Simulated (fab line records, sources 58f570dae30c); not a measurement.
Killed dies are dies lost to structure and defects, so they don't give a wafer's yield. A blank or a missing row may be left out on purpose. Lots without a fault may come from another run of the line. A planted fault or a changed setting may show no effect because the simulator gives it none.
Split-lot experiment | flow berkeley_cmos170 | 5 lots, 14 wafers read, on a route of 331 steps

THE SPLIT
At UCB170_SPACER_CVD_00 (deposits SiO2 from TEOS/O2, target thk 376 nm, time 47 s), the setting rf_w was moved away from the recipe's 550 W on 6 of the 14 wafers read, by -11.7% to +10.4%. The other wafers ran this setting at the recipe's value.

FROM THE SPLIT TO THE READING: what the file shows between them, 1 step
- UCB170_SPACER_ANNEAL_02: time 1800 s

THE READING
etch.depth_nm (the simulator's own value, which no gauge read), in nm, at UCB170_SPACER_ETCHBACK_03 (etches SiO2 in CHF3/CF4/Ar, stops on Si, target depth 376 nm, time 100 s). The file gives no usual value for it. The 8 wafers here that ran the recipe average 377.4 nm, standard deviation 3.7 nm.

wafer  | tool, chamber at the split | rf_w as run, W | against the recipe | etch.depth_nm, nm | against lot-mates on the recipe
L074.4 | pecvd-04, 1,0,2            | 550            | recipe             | 377.1             | -
L074.5 | pecvd-04, 2,1              | 506            | -8.0%              | 368.4             | -8.7
L075.2 | pecvd-01, 2,0,2            | 550            | recipe             | 374.8             | -
L075.3 | pecvd-01, 1,0              | 597            | +8.5%              | 382.6             | +7.8
L075.6 | pecvd-01, 1,0              | 597            | +8.5%              | 387.1             | +12.3
L076.4 | pecvd-04, 0,0,2            | 607.1          | +10.4%             | 391.7             | +13.5
L076.5 | pecvd-04, 0,0,2            | 607.1          | +10.4%             | 394               | +15.8
L076.6 | pecvd-04, 1                | 550            | recipe             | 378.2             | -
L083.1 | pecvd-01, 0,1              | 485.5          | -11.7%             | 362.5             | -16.1
L083.2 | pecvd-01, 2,2,0            | 550            | recipe             | 376.4             | -
L083.4 | pecvd-01, 2,2,0            | 550            | recipe             | 380.8             | -
L082.1 | pecvd-01, 1,2,0            | 550            | recipe             | 376.5             | -
L082.3 | pecvd-01, 1,2,0            | 550            | recipe             | 371.3             | -
L082.4 | pecvd-01, 1,2,0            | 550            | recipe             | 384.4             | -
Where a row lists several chambers, the file gives one row for several wafers and doesn't say which wafer went through which chamber.

THE FIT
A straight line over all 14 wafers: etch.depth_nm changes by +1.23 nm for each +1% of rf_w; r = +0.92; the points scatter about the line by 3.6 nm.
The same after taking each lot's own level away (the mean of its wafers on the recipe; 14 wafers): +1.3 nm for each +1%; r = +0.94; scatter 3.1 nm.
On that fit, the largest move of rf_w shifts the reading by 15 nm.
The lots' own levels span 374.80 to 378.60 nm, that is 1.0 times the standard deviation above.
So the lot-to-lot level changes the slope little: the two slopes agree.
Check: with one of the wafers moved furthest among these (-11.7%) left out of the fit, the line predicts -14.6 nm for it against its lot-mates. It came out at -16.1 nm against them.

OTHER SPLITS ON THESE WAFERS
These wafers also went through other splits before the reading. Each is held against what the fit with the lots' levels taken away leaves over:
other split on the same wafers        | wafers away from the commonest value | r with etch.depth_nm (lot level and that fit taken away)
UCB170_NWELL_CVD_04 sih2cl2_flow_sccm | 11                                   | -0.15
UCB170_NWELL_COAT_07 resist_thk_nm    | 3                                    | -0.09
UCB170_PWELL_IMPLANT_15 energy_kev    | 2                                    | -0.09
UCB170_ACTIVE_COAT_08 resist_thk_nm   | 5                                    | -0.04
UCB170_ACTIVE_ETCH_15 over_etch_frac  | 6                                    | +0.00
UCB170_PFIELD_COAT_01 spin_rpm        | 2                                    | -0.01
UCB170_PVT_IMPLANT_07 energy_kev      | 7                                    | -0.18
UCB170_GATE_PEB_10 peb_temp_c         | 5                                    | +0.02
UCB170_GATE_ETCH_15 bias_w            | 4                                    | +0.22
UCB170_PLDD_IMPLANT_09 energy_kev     | 5                                    | -0.12
UCB170_NLDD_IMPLANT_08 energy_kev     | 3                                    | +0.13

THE FILE'S OWN FIT
etch.depth_nm changes by +1.31 nm for each +1% of rf_w, r = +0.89.
